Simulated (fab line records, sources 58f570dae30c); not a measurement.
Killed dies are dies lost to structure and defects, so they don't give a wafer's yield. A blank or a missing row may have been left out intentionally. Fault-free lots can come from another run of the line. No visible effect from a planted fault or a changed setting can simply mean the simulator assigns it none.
Which tool was responsible? :: flow berkeleyCmos170 :: 45 wafers from 15 lots sampled at 6 of the route's 331 steps

== WHAT EACH GAUGE READ, for each wafer ==
UCB170_V2_THK_MEAS_04. Usual: for V2_POLISHED_THK the level is 1000.1 nm and the standard deviation is 1.1.
lot: L463
measured: day 8 22:12
on: filmMetro-01
V2_POLISHED_THK (nm): 997.4 1000.0 997.5
flag: 

lot: L466
measured: day 9 09:48
on: filmMetro-03
V2_POLISHED_THK (nm): 1001.6 1001.2 1000.1
flag: 

lot: L467
measured: day 9 10:41
on: filmMetro-03
V2_POLISHED_THK (nm): 1001.6 1000.7 1000.3
flag: 

lot: L465
measured: day 9 12:09
on: filmMetro-04
V2_POLISHED_THK (nm): 998.1 999.5 998.1
flag: 

lot: L464
measured: day 9 12:28
on: filmMetro-01
V2_POLISHED_THK (nm): 1000.2 997.7 998.3
flag: 

lot: L469
measured: day 9 12:46
on: filmMetro-01
V2_POLISHED_THK (nm): 749.4 749.3 749.8
flag: OFF

lot: L468
measured: day 9 13:04
on: filmMetro-03
V2_POLISHED_THK (nm): 751.8 751.6 751.3
flag: OFF

lot: L470
measured: day 9 23:27
on: filmMetro-03
V2_POLISHED_THK (nm): 749.4 749.0 751.1
flag: OFF

lot: L481
measured: day 12 10:02
on: filmMetro-04
V2_POLISHED_THK (nm): 1000.7 1000.0 998.7
flag: 

lot: L480
measured: day 12 15:05
on: filmMetro-04
V2_POLISHED_THK (nm): 1001.5 998.5 998.9
flag: 

lot: L482
measured: day 13 08:01
on: filmMetro-01
V2_POLISHED_THK (nm): 998.8 998.8 999.5
flag: 

lot: L483
measured: day 13 16:04
on: filmMetro-04
V2_POLISHED_THK (nm): 1000.5 999.2 1002.6
flag: 

lot: L485
measured: day 13 17:52
on: filmMetro-01
V2_POLISHED_THK (nm): 999.9 999.2 999.8
flag: 

lot: L484
measured: day 13 20:17
on: filmMetro-04
V2_POLISHED_THK (nm): 998.8 1001.6 1000.4
flag: 

lot: L486
measured: day 14 06:26
on: filmMetro-04
V2_POLISHED_THK (nm): 998.8 1000.6 1000.3
flag: 

UCB170_V2_CD_MEAS_90: target cd 700 nm. Usual: 699.8 nm for cdNm, sd 1.5.
lot: L463
measured: day 9 00:04
on: cdSem-01
cdNm (nm): 696.7 699.3 699.2
flag: 

lot: L466
measured: day 9 11:55
on: cdSem-02
cdNm (nm): 701.3 699.3 699.9
flag: 

lot: L467
measured: day 9 12:14
on: cdSem-01
cdNm (nm): 699.7 700.6 699.9
flag: 

lot: L465
measured: day 9 13:52
on: cdSem-01
cdNm (nm): 697.7 698.0 698.4
flag: 

lot: L464
measured: day 9 14:57
on: cdSem-02
cdNm (nm): 699.2 699.8 700.9
flag: 

lot: L469
measured: day 9 15:20
on: cdSem-02
cdNm (nm): 700.2 701.4 701.0
flag: 

lot: L468
measured: day 9 15:57
on: cdSem-02
cdNm (nm): 699.8 698.4 697.9
flag: 

lot: L470
measured: day 10 01:11
on: cdSem-02
cdNm (nm): 697.1 698.4 698.0
flag: 

lot: L481
measured: day 12 13:32
on: cdSem-01
cdNm (nm): 702.5 704.2 701.4
flag: 

lot: L480
measured: day 12 16:37
on: cdSem-02
cdNm (nm): 699.6 699.5 698.9
flag: 

lot: L482
measured: day 13 09:41
on: cdSem-02
cdNm (nm): 698.8 698.6 699.9
flag: 

lot: L483
measured: day 13 17:55
on: cdSem-02
cdNm (nm): 701.2 700.9 702.2
flag: 

lot: L485
measured: day 13 20:51
on: cdSem-01
cdNm (nm): 703.0 701.3 702.3
flag: 

lot: L484
measured: day 13 22:32
on: cdSem-02
cdNm (nm): 698.2 698.3 698.8
flag: 

lot: L486
measured: day 14 08:04
on: cdSem-02
cdNm (nm): 700.3 700.5 701.3
flag: 

UCB170_M3_THK_MEAS_03: measures by xrf. Usual: for M3_AL_THK the level is 903 nm and the standard deviation is 12.
lot: L463
measured: day 9 00:26
on: filmMetro-04
M3_AL_THK (nm): 903 911 919
flag: 

lot: L466
measured: day 9 12:18
on: filmMetro-02
M3_AL_THK (nm): 904 895 895
flag: 

lot: L467
measured: day 9 12:37
on: filmMetro-02
M3_AL_THK (nm): 916 910 900
flag: 

lot: L465
measured: day 9 14:15
on: filmMetro-04
M3_AL_THK (nm): 906 902 903
flag: 

lot: L464
measured: day 9 15:20
on: filmMetro-02
M3_AL_THK (nm): 901 921 921
flag: 

lot: L469
measured: day 9 15:43
on: filmMetro-02
M3_AL_THK (nm): 914 916 916
flag: 

lot: L468
measured: day 9 16:19
on: filmMetro-04
M3_AL_THK (nm): 907 917 925
flag: 

lot: L470
measured: day 10 01:34
on: filmMetro-01
M3_AL_THK (nm): 876 889 874
flag: 

lot: L481
measured: day 12 13:56
on: filmMetro-02
M3_AL_THK (nm): 905 909 902
flag: 

lot: L480
measured: day 12 16:59
on: filmMetro-02
M3_AL_THK (nm): 905 900 902
flag: 

lot: L482
measured: day 13 10:03
on: filmMetro-01
M3_AL_THK (nm): 870 883 877
flag: 

lot: L483
measured: day 13 18:18
on: filmMetro-02
M3_AL_THK (nm): 921 905 901
flag: 

lot: L485
measured: day 13 21:14
on: filmMetro-01
M3_AL_THK (nm): 895 896 883
flag: 

lot: L484
measured: day 13 22:55
on: filmMetro-04
M3_AL_THK (nm): 918 915 910
flag: 

lot: L486
measured: day 14 08:28
on: filmMetro-01
M3_AL_THK (nm): 905 905 900
flag: 

== TOOL THAT RAN EACH LOT (tool first, then ch and the chambers of the sampled wafers, then the start) ==
lot: L463
UCB170_V2_CMP_02: cmp-02 ch 0,2, day 8 21:46
UCB170_V2_ETCH_14: rieDiel-01 ch 0,3, day 8 23:45
UCB170_M3_SPUTTER_01: pvdSputter-03, day 9 00:13

lot: L466
UCB170_V2_CMP_02: cmp-02 ch 0,1,2, day 9 09:23
UCB170_V2_ETCH_14: rieDiel-02 ch 0,2,3, day 9 11:37
UCB170_M3_SPUTTER_01: pvdSputter-01, day 9 12:06

lot: L467
UCB170_V2_CMP_02: cmp-01 ch 0,1,2, day 9 10:16
UCB170_V2_ETCH_14: rieDiel-04 ch 0,1,3, day 9 11:57
UCB170_M3_SPUTTER_01: pvdSputter-03, day 9 12:25

lot: L465
UCB170_V2_CMP_02: cmp-01 ch 0,2,3, day 9 11:44
UCB170_V2_ETCH_14: rieDiel-02 ch 0,2,3, day 9 13:35
UCB170_M3_SPUTTER_01: pvdSputter-01, day 9 14:03

lot: L464
UCB170_V2_CMP_02: cmp-01 ch 1,3, day 9 12:05
UCB170_V2_ETCH_14: rieDiel-01 ch 1,2, day 9 14:38
UCB170_M3_SPUTTER_01: pvdSputter-03, day 9 15:07

lot: L469
UCB170_V2_CMP_02: cmp-01 ch 2,3, day 9 12:23
UCB170_V2_ETCH_14: rieDiel-02 ch 1,2, day 9 15:02
UCB170_M3_SPUTTER_01: pvdSputter-01, day 9 15:31

lot: L468
UCB170_V2_CMP_02: cmp-01 ch 1,2,3, day 9 12:41
UCB170_V2_ETCH_14: rieDiel-04 ch 0,1, day 9 15:38
UCB170_M3_SPUTTER_01: pvdSputter-03, day 9 16:05

lot: L470
UCB170_V2_CMP_02: cmp-01 ch 0,1,2, day 9 23:10
UCB170_V2_ETCH_14: rieDiel-01 ch 0,2,3, day 10 00:52
UCB170_M3_SPUTTER_01: pvdSputter-03, day 10 01:20

lot: L481
UCB170_V2_CMP_02: cmp-02 ch 0,2,3, day 12 09:36
UCB170_V2_ETCH_14: rieDiel-01 ch 0,2,3, day 12 13:14
UCB170_M3_SPUTTER_01: pvdSputter-02, day 12 13:43

lot: L480
UCB170_V2_CMP_02: cmp-02 ch 0,1, day 12 14:40
UCB170_V2_ETCH_14: rieDiel-02 ch 2,3, day 12 16:19
UCB170_M3_SPUTTER_01: pvdSputter-03, day 12 16:46

lot: L482
UCB170_V2_CMP_02: cmp-02 ch 0,1,2, day 13 07:38
UCB170_V2_ETCH_14: rieDiel-04 ch 1,2, day 13 09:22
UCB170_M3_SPUTTER_01: pvdSputter-03, day 13 09:49

lot: L483
UCB170_V2_CMP_02: cmp-01 ch 0,1,2, day 13 15:38
UCB170_V2_ETCH_14: rieDiel-04 ch 0,1,2, day 13 17:38
UCB170_M3_SPUTTER_01: pvdSputter-02, day 13 18:05

lot: L485
UCB170_V2_CMP_02: cmp-01 ch 0,2,3, day 13 17:26
UCB170_V2_ETCH_14: rieDiel-01 ch 0,1, day 13 20:34
UCB170_M3_SPUTTER_01: pvdSputter-03, day 13 21:02

lot: L484
UCB170_V2_CMP_02: cmp-02 ch 0,1, day 13 19:52
UCB170_V2_ETCH_14: rieDiel-01 ch 0,1,3, day 13 22:14
UCB170_M3_SPUTTER_01: pvdSputter-01, day 13 22:41

lot: L486
UCB170_V2_CMP_02: cmp-01 ch 0,1,2, day 14 06:01
UCB170_V2_ETCH_14: rieDiel-01 ch 0,2,3, day 14 07:48
UCB170_M3_SPUTTER_01: pvdSputter-02, day 14 08:16
- UCB170_V2_CMP_02: polishes SiO2.
- UCB170_V2_ETCH_14: etches SiO2 in CHF3/CF4/Ar, stops on Al, target depth 1250 nm, time 291 s.
- UCB170_M3_SPUTTER_01: material Al, target thk 900 nm, time 120 s.

== AS READ BY THE TOOLS THEMSELVES (means over the sampled wafers that have a number; for cases with no such wafer, the mark the record gives instead) ==
UCB170_V2_CMP_02. Usual: headPressurePsi 5.998 psi, standard deviation 0.013; motorCurrentA 17.3 A, standard deviation 2.1.
lot: L463
tool: cmp-02
headPressurePsi (psi): 6.007
motorCurrentA (A): 16.3
flag: 

lot: L466
tool: cmp-02
headPressurePsi (psi): 6.008
motorCurrentA (A): 15.8
flag: 

lot: L467
tool: cmp-01
headPressurePsi (psi): 5.982
motorCurrentA (A): 17.7
flag: 

lot: L465
tool: cmp-01
headPressurePsi (psi): 6.000
motorCurrentA (A): 16.9
flag: 

lot: L464
tool: cmp-01
headPressurePsi (psi): 5.991
motorCurrentA (A): 19.9
flag: 

lot: L469
tool: cmp-01
headPressurePsi (psi): 6.004
motorCurrentA (A): 15.9
flag: 

lot: L468
tool: cmp-01
headPressurePsi (psi): 5.999
motorCurrentA (A): 18.0
flag: 

lot: L470
tool: cmp-01
headPressurePsi (psi): 5.993
motorCurrentA (A): 17.8
flag: 

lot: L481
tool: cmp-02
headPressurePsi (psi): 6.000
motorCurrentA (A): 16.3
flag: 

lot: L480
tool: cmp-02
headPressurePsi (psi): 5.997
motorCurrentA (A): 15.7
flag: 

lot: L482
tool: cmp-02
headPressurePsi (psi): 5.995
motorCurrentA (A): 15.9
flag: 

lot: L483
tool: cmp-01
headPressurePsi (psi): 6.005
motorCurrentA (A): 17.5
flag: 

lot: L485
tool: cmp-01
headPressurePsi (psi): 5.986
motorCurrentA (A): 17.4
flag: 

lot: L484
tool: cmp-02
headPressurePsi (psi): 5.995
motorCurrentA (A): 14.6
flag: 

lot: L486
tool: cmp-01
headPressurePsi (psi): 6.003
motorCurrentA (A): 17.8
flag: 

UCB170_V2_ETCH_14. Usual: drypumpMotorCurrentA 5.7 A, standard deviation 0.47; oesProductAu 0.872 a.u., standard deviation 0.014; rfFwdPowerW 698.0 W, standard deviation 2.3; throttleValvePct 6.95 %, standard deviation 0.13.
lot: L463
tool: rieDiel-01
drypumpMotorCurrentA (A): 5.5
oesProductAu (a.u.): 0.877
rfFwdPowerW (W): 698.0
throttleValvePct (%): 6.90
flag: 

lot: L466
tool: rieDiel-02
drypumpMotorCurrentA (A): 5.8
oesProductAu (a.u.): 0.879
rfFwdPowerW (W): 699.1
throttleValvePct (%): 7.01
flag: 

lot: L467
tool: rieDiel-04
drypumpMotorCurrentA (A): 5.7
oesProductAu (a.u.): 0.864
rfFwdPowerW (W): 696.7
throttleValvePct (%): 6.99
flag: 

lot: L465
tool: rieDiel-02
drypumpMotorCurrentA (A): 5.8
oesProductAu (a.u.): 0.881
rfFwdPowerW (W): 699.9
throttleValvePct (%): 7.02
flag: 

lot: L464
tool: rieDiel-01
drypumpMotorCurrentA (A): 6.0
oesProductAu (a.u.): 0.870
rfFwdPowerW (W): 697.3
throttleValvePct (%): 6.82
flag: 

lot: L469
tool: rieDiel-02
drypumpMotorCurrentA (A): 5.8
oesProductAu (a.u.): 0.758
rfFwdPowerW (W): 698.9
throttleValvePct (%): 7.08
flag: OFF

lot: L468
tool: rieDiel-04
drypumpMotorCurrentA (A): 5.2
oesProductAu (a.u.): 0.743
rfFwdPowerW (W): 694.8
throttleValvePct (%): 6.99
flag: OFF

lot: L470
tool: rieDiel-01
drypumpMotorCurrentA (A): 5.8
oesProductAu (a.u.): 0.733
rfFwdPowerW (W): 699.0
throttleValvePct (%): 6.87
flag: OFF

lot: L481
tool: rieDiel-01
drypumpMotorCurrentA (A): 5.8
oesProductAu (a.u.): 0.867
rfFwdPowerW (W): 698.3
throttleValvePct (%): 6.88
flag: 

lot: L480
tool: rieDiel-02
drypumpMotorCurrentA (A): 6.3
oesProductAu (a.u.): 0.882
rfFwdPowerW (W): 700.2
throttleValvePct (%): 7.12
flag: 

lot: L482
tool: rieDiel-04
drypumpMotorCurrentA (A): 5.6
oesProductAu (a.u.): 0.867
rfFwdPowerW (W): 695.6
throttleValvePct (%): 7.04
flag: 

lot: L483
tool: rieDiel-04
drypumpMotorCurrentA (A): 5.4
oesProductAu (a.u.): 0.870
rfFwdPowerW (W): 697.7
throttleValvePct (%): 6.98
flag: 

lot: L485
tool: rieDiel-01
drypumpMotorCurrentA (A): 5.5
oesProductAu (a.u.): 0.862
rfFwdPowerW (W): 699.0
throttleValvePct (%): 6.91
flag: 

lot: L484
tool: rieDiel-01
drypumpMotorCurrentA (A): 5.7
oesProductAu (a.u.): 0.871
rfFwdPowerW (W): 697.8
throttleValvePct (%): 6.84
flag: 

lot: L486
tool: rieDiel-01
drypumpMotorCurrentA (A): 5.8
oesProductAu (a.u.): 0.864
rfFwdPowerW (W): 699.0
throttleValvePct (%): 6.89
flag: 

UCB170_M3_SPUTTER_01. Usual: 29.7 % for throttleValvePct, sd 1.2.
lot: L463
tool: pvdSputter-03
throttleValvePct (%): 29.3
flag: 

lot: L466
tool: pvdSputter-01
throttleValvePct (%): 28.7
flag: 

lot: L467
tool: pvdSputter-03
throttleValvePct (%): 30.2
flag: 

lot: L465
tool: pvdSputter-01
throttleValvePct (%): 30.6
flag: 

lot: L464
tool: pvdSputter-03
throttleValvePct (%): 29.5
flag: 

lot: L469
tool: pvdSputter-01
throttleValvePct (%): 30.3
flag: 

lot: L468
tool: pvdSputter-03
throttleValvePct (%): 29.3
flag: 

lot: L470
tool: pvdSputter-03
throttleValvePct (%): 30.3
flag: 

lot: L481
tool: pvdSputter-02
throttleValvePct (%): 30.1
flag: 

lot: L480
tool: pvdSputter-03
throttleValvePct (%): 29.4
flag: 

lot: L482
tool: pvdSputter-03
throttleValvePct (%): 29.3
flag: 

lot: L483
tool: pvdSputter-02
throttleValvePct (%): 30.1
flag: 

lot: L485
tool: pvdSputter-03
throttleValvePct (%): 29.5
flag: 

lot: L484
tool: pvdSputter-01
throttleValvePct (%): 29.2
flag: 

lot: L486
tool: pvdSputter-02
throttleValvePct (%): 30.3
flag: 

== THE ANSWER, worked out from the rows above alone ==
Rule: a lot counts as off when the mean over its wafers that have a number is more than 3 standard deviations away from the usual mean. Also off: a lot with no number at a reading for which 4 or more lots have one. The other lots that the step has rows for count as sound. First the gauges in route order, then the tools' own readings, where a lot's mean is used as printed above. The first step at which some lot is off is used, and at that step the reading that is off furthest; a lot without a number counts as furthest.
Off: L469, L468, L470, seen at UCB170_V2_THK_MEAS_04 (V2_POLISHED_THK).
If a tool, at a process step before that reading, ran all the lots that are off and no sound lot after the first of them, it fits. The gauges at UCB170_V2_THK_MEAS_04 aren't tried: what is off there is off at UCB170_V2_ETCH_14 too, on other tools, and a gauge's error can't cause that. None of those tried fits.

== WHAT THE SIMULATOR HAD PUT IN ==
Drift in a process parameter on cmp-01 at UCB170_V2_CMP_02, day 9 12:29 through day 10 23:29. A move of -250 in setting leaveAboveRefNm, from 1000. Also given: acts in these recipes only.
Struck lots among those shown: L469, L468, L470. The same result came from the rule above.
